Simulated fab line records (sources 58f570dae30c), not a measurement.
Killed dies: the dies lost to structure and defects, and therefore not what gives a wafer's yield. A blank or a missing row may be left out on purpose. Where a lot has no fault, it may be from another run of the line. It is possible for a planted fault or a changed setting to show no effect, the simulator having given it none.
Lot-split experiment    flow berkeley_cmos170    23 wafers read from 5 lots, route of 331 steps

## THE SPLIT ITSELF
At UCB170_M2_SPUTTER_01 (material Al, target thk 900 nm, time 120 s), the setting time_s was moved away from the recipe's 120 s on 7 of the 23 wafers read, by -6.3% to +9.4%. All remaining wafers had this setting at the recipe value.

## FROM THE SPLIT ON TO THE READING: in between, the file shows 1 step
- UCB170_M2_RS_MEAS_02: measures by four-point-probe

## THE READING
M2_AL_THK, in nm, at UCB170_M2_THK_MEAS_03 (measures by xrf). On this fab line, fault-free wafers typically give 918 nm with a standard deviation of 13 nm.

wafer   tool, chamber at the split  time_s as run, s  against the recipe  M2_AL_THK, nm  against lot-mates on the recipe
L074.1  pvd_sputter-01, -           120               recipe              909            -
L074.2  pvd_sputter-01, -           120               recipe              908            -
L074.4  pvd_sputter-01, -           120               recipe              886            -
L075.1  pvd_sputter-02, -           127.1             +5.9%               972            +54
L075.3  pvd_sputter-02, -           127.1             +5.9%               990            +72
L075.4  pvd_sputter-02, -           120               recipe              924            -
L075.5  pvd_sputter-02, -           127.1             +5.9%               978            +60
L075.6  pvd_sputter-02, -           120               recipe              911            -
L077.2  pvd_sputter-03, -           120               recipe              901            -
L077.3  pvd_sputter-03, -           131.3             +9.4%               1001           +102
L077.4  pvd_sputter-03, -           120               recipe              902            -
L077.5  pvd_sputter-03, -           131.3             +9.4%               997            +98
L077.6  pvd_sputter-03, -           120               recipe              895            -
L078.1  pvd_sputter-02, -           112.4             -6.3%               861            -55
L078.3  pvd_sputter-02, -           120               recipe              915            -
L078.4  pvd_sputter-02, -           120               recipe              926            -
L078.5  pvd_sputter-02, -           112.4             -6.3%               857            -59
L078.6  pvd_sputter-02, -           120               recipe              908            -
L081.1  pvd_sputter-02, -           120               recipe              934            -
L081.3  pvd_sputter-02, -           120               recipe              929            -
L081.4  pvd_sputter-02, -           120               recipe              929            -
L081.5  pvd_sputter-02, -           120               recipe              930            -
L081.6  pvd_sputter-02, -           120               recipe              924            -

FIT RESULTS
A straight line over all 23 wafers: M2_AL_THK changes by +9.46 nm for each +1% of time_s; r = +0.95; the points scatter about the line by 13 nm.
The same after taking each lot's own level away (the mean of its wafers on the recipe; 23 wafers): +10.2 nm for each +1%; r = +0.99; scatter 6.8 nm.
That fit puts the effect of the largest move of time_s on the reading at 96 nm.
The span of the lots' own levels, 899.3 to 929.2 nm, comes to 2.3 times the standard deviation stated above.
Consequently the slope shifts little with the lot-to-lot level, the two slopes agreeing.
Check: with one of the wafers moved furthest among these (+9.4%) left out of the fit, the line predicts +95.3 nm for it against its lot-mates. It came out at +102 nm against them.

## THE WHOLE CHAIN: every reading that the file lists as answering this split, in the file's order
step                   what it does                                                               reading                                                                      change (the file's fit)                r (the file's)
UCB170_M2_SPUTTER_01   material Al, target thk 900 nm, time 120 s                                 Al_of_M2_SPUTTER_01.thk_nm (the simulator's own value, which no gauge read)  +9.74 nm for each +1% of the setting   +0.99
UCB170_M2_RS_MEAS_02   measures by four-point-probe                                               M2_AL_RS                                                                     -0.000342 for each +1% of the setting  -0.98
UCB170_M2_THK_MEAS_03  measures by xrf                                                            M2_AL_THK                                                                    +10.2 for each +1% of the setting      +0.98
UCB170_V2_ETCH_14      etches SiO2 in CHF3/CF4/Ar, stops on Al, target depth 1250 nm, time 291 s  Al_of_M2_SPUTTER_01.thk_nm (the simulator's own value, which no gauge read)  +9.75 nm for each +1% of the setting   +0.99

## THE FILE'S OWN FIT
M2_AL_THK changes by +10.2 nm for each +1% of time_s, r = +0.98.
